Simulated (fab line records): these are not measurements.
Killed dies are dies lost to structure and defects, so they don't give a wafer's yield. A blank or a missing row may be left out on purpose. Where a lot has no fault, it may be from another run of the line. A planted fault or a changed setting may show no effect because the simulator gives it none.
Problem report in the 8D (eight disciplines) form, filled by code || flow berkeley_cmos170 || the parts of the form that need people (team, actions taken, sign-off) are left out

1. PROBLEM STATEMENT
Mean of oes_product_au at UCB170_ZERO_ETCH_06: 0.379 a.u. across 6 wafers in 2 lots; on wafers with no fault it is 0.623 a.u. (standard deviation 0.0092). That puts it -27 standard deviations away from the usual mean.
The step: etches SiO2 in CHF3/CF4/Ar, time 12 s.
Earliest sighting: wafer L455.1 on rie_diel-03 at day 4 02:32. Wafers with a number at this step in the record: 42, from 14 lots. By rule, "out" or "out of limits" means more than 4 standard deviations away from the usual mean. The rest of the wafers with a number are treated as sound.

2. WHAT IT IS, AND WHAT IT ISN'T
{"question": "which readings at this step", "is": "oes_product_au", "is not": "drypump_motor_current_A, throttle_valve_pct"}
{"question": "which lots", "is": "L455, L456", "is not": "L444, L446, L447, L448, L449, L450, L453, L457, L463, L464, L466, L467"}
{"question": "which wafers of those lots", "is": "all that have a number", "is not": "-"}
{"question": "read on which tools", "is": "rie_diel-03", "is not": "rie_diel-02, rie_diel-04"}
{"question": "when", "is": "from day 4 02:32", "is not": "up to then (21 sound wafers); but 15 sound wafers of L457, L463, L464, L466, L467 came after"}

3. WHAT RULES OUT EACH SUSPECT
Counting: a tool at a process step up to the reading stays a suspect if it ran every lot that is out and no sound lot after the first of them.
- krf_scanner-01 at UCB170_ZERO_EXPOSE_03 (exposes mask PM MARKS, target cd 4000 nm): ruled out as a lasting fault. The sound lots L463, L464, L466 went through it after L455, its earliest lot that is out (day 4 01:41).
- rie_diel-03 at UCB170_ZERO_ETCH_06 (etches SiO2 in CHF3/CF4/Ar, time 12 s): ruled out as a lasting fault. The sound lots L457, L463 went through it after L455, its earliest lot that is out (day 4 02:32).
Left after counting: nothing in the record.

4. THE CAUSE (what the simulator had put in)
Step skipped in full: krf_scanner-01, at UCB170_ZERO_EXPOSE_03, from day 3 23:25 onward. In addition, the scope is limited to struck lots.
Counting ruled it out, wrongly: the rule takes a fault to strike every lot that its tool runs from its start on, and this one did not.

5. THE CHAIN OF EFFECTS, in route order
One row per reading whose mean, taken over the struck wafers that have a number, lies over 3 standard deviations from the usual. Scope: only readings with a usual standard deviation given in the record; hours: median across lots of the time from each lot's start at the first step in this table that gives one to its start at this step; sigmas: change in usual standard deviations.
{"hours": 0, "step": "UCB170_ZERO_ETCH_06", "reading": "oes_product_au", "usual": "0.623 a.u.", "on struck wafers": 0.379, "change": -0.244, "sigmas": -27}
The process steps in it:
- UCB170_ZERO_ETCH_06: etches SiO2 in CHF3/CF4/Ar, time 12 s.
Readings that are blank on the struck wafers while sound wafers have them: exposure_dose_mJ_cm2 at UCB170_ZERO_EXPOSE_03; focus_offset_nm at UCB170_ZERO_EXPOSE_03.

6. WHAT WOULD HAVE CAUGHT IT SOONER
In this record the first reading out of limits was taken at day 4 02:32, 3 hours after the fault began at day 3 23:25.
At UCB170_ZERO_EXPOSE_03 the tool's readings are blank on the struck wafers, where sound wafers have them: an empty tool record is the first sign, and it was there at once.
